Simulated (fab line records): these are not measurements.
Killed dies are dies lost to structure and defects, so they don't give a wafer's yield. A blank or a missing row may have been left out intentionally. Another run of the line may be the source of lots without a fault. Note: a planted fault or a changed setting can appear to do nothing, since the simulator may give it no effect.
Which tool did it? ; flow rit cmos ; 7 lots, 21 wafers sampled, at 2 steps of a route of 202

== WHAT EACH GAUGE READ, for each wafer ==
RIT_ACTIVE_THK_MEAS_04.
lot;measured;on;ACTIVE_NITRIDE_THK (nm)
L609;day 1 19:15;film metro-03;150.0 150.0 150.0
L612;day 2 09:32;film metro-01;151.4 151.6 149.8
L614;day 2 19:32;film metro-01;153.3 152.0 151.9
L617;day 3 10:32;film metro-04;149.1 150.7 150.5
L620;day 4 05:22;film metro-03;301.0 300.5 302.9
L628;day 5 18:15;film metro-04;146.8 147.4 148.0
L630;day 6 03:32;film metro-04;149.6 150.5 151.1

== TOOL THAT RAN EACH LOT (tool first, then ch and the chambers of the sampled wafers, then the start) ==
lot;RIT_ACTIVE_CVD_03
L609;lpcvd-02 ch 0, day 1 17:07
L612;lpcvd-01 ch 0, day 2 08:07
L614;lpcvd-01 ch 1, day 2 18:07
L617;lpcvd-02 ch 0, day 3 09:07
L620;lpcvd-01 ch 1, day 4 00:34 and lpcvd-02 ch 1, day 4 03:56
L628;lpcvd-02 ch 0, day 5 16:07
L630;lpcvd-02 ch 0, day 6 02:07
- RIT_ACTIVE_CVD_03: deposits Si3N4 from SiH2Cl2/NH3, target thk 150 nm, time 1500 s.

== THE ANSWER, worked out from the rows above alone ==
Rule: the usual values come from the lots themselves. The widest of any qualifying gaps counts: lots, ordered by their means at a reading, are off when they make up no more than a third of the lots, leave a main group of 4 or more, and stand apart from it by 3 or more times the standard deviation of that group's means. A main group is skipped when, at the precision printed for the reading in the tables above, its means are all equal. A lot without any number at a reading at which 4 lots or more have one is off too. The other lots that the step has rows for count as sound.
Off: at RIT_ACTIVE_THK_MEAS_04 (ACTIVE_NITRIDE_THK), L620. The main group: mean 150.2 nm, standard deviation 1.5.
A tool fits if, at a process step before that reading, it ran every lot that is off, and no sound lot after the first of them. Those tools and the gauges at RIT_ACTIVE_THK_MEAS_04 are tried in the same way. Can't be told from this: 2 tools fit, lpcvd-01 at RIT_ACTIVE_CVD_03, film metro-03 at RIT_ACTIVE_THK_MEAS_04.

== WHAT THE SIMULATOR PUT IN ==
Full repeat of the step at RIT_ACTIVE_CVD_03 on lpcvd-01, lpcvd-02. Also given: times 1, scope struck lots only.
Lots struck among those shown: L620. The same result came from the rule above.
